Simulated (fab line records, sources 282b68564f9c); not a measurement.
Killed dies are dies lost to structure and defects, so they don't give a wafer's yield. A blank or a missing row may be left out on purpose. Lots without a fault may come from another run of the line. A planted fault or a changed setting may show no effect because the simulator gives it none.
A struck lot beside a sound one | flow rit_cmos | 13 steps out of a route of 202
Sound: wafers L677.1, L677.2, L677.4. Struck: wafers L671.1, L671.2, L671.3. The cause comes at the end.
At each step with rows: each side's tool, then ch and its chambers, then its first start. Under that, the readings that differ: sound wafers | struck wafers | difference of the means | sigmas: that difference in standard deviations of wafers without a fault.
alike: readings whose means differ by less than 2 such deviations, and words and numbers that are the same on both sides. not compared: withheld readings, readings that some wafer has no value for, bounds like >300 that may hide the same value, and numbers for which the record gives no deviation and whose values overlap.
The two part at a step that has a row with sigmas, a row that says differs or no value, or rows on one side only. Numbers that don't overlap but have no deviation are shown without sigmas and don't part them. A reading that every wafer of one side lacks parts them only if that side has two wafers or more.

first, 2 steps without rows for these wafers: RIT_PLDD_PEB_04; RIT_PLDD_DEVELOP_05 (develop time 49.22 s).
RIT_PLDD_OVL_MEAS_06:
  sound on overlay-01, day 4 17:11; struck on overlay-01, day 3 10:39
  alike: PLDD_OVL
then, 2 steps without rows for these wafers: RIT_PLDD_HARDBAKE_07 (time 60 s); RIT_PLDD_IMPLANT_08.
RIT_PLDD_STRIP_09: strips in O2, time 180 s.
  sound on plasma_asher-04 ch 0,1, day 4 17:32; struck on plasma_asher-04 ch 0,1, day 3 10:59
  alike: drypump_motor_current_A
  not compared: rf_hours_counter_h
RIT_PLDD_TW_MEAS_10:
  sound on film_metro-02, day 4 17:42; struck on film_metro-01, day 3 11:10
  alike: PLDD_TW
then, 4 steps without rows for these wafers: RIT_SPACER_CLEAN_00 (cleans in SC1, time 600 s); RIT_SPACER_CLEAN_01 (cleans in dHF, time 30 s); RIT_SPACER_CLEAN_02 (cleans in SC2, time 600 s); RIT_SPACER_CVD_03 (deposits Si3N4 from SiH2Cl2/NH3, target thk 250 nm, time 3300 s).
RIT_SPACER_THK_MEAS_04:
  sound on film_metro-02, day 4 20:02; struck on film_metro-01, day 3 15:11
  alike: SPACER_NITRIDE_THK
RIT_SPACER_ETCHBACK_05: etches Si3N4 in SF6/CHF3, stops on SiO2, target depth 250 nm, time 229.5 s.
  sound on rie_diel-02 ch 1,2,3, day 4 20:06; struck on rie_diel-04 ch 0,2,3, day 3 15:14
  no value came back on the struck wafers for any of 6 readings (CHF3_flow_sccm (sccm), SF6_flow_sccm (sccm) and others); on the sound wafers CHF3_flow_sccm (sccm) reads 29.99 30.10 29.97
  reading                                     | sound             | struck            | difference | sigmas
  model.poly-Si_of_GATE_CVD_08.thk_nm (nm)    | 169 169.5 168.6   | 232.9 231.4 230.5 | +62.6      |
  model.Si3N4_of_SPACER_CVD_03.thk_nm (nm)    | 195.8 196.2 196   | 248.6 248 248.6   | +52.4      |
  model.SiO2_of_FOX2_OXIDATION_00.thk_nm (nm) | 190.4 188.1 195.5 | 237.6 234.9 232.5 | +43.7      |

WHERE THEY PART
Only at RIT_SPACER_ETCHBACK_05, within this record.

WHY: what the simulator had put in
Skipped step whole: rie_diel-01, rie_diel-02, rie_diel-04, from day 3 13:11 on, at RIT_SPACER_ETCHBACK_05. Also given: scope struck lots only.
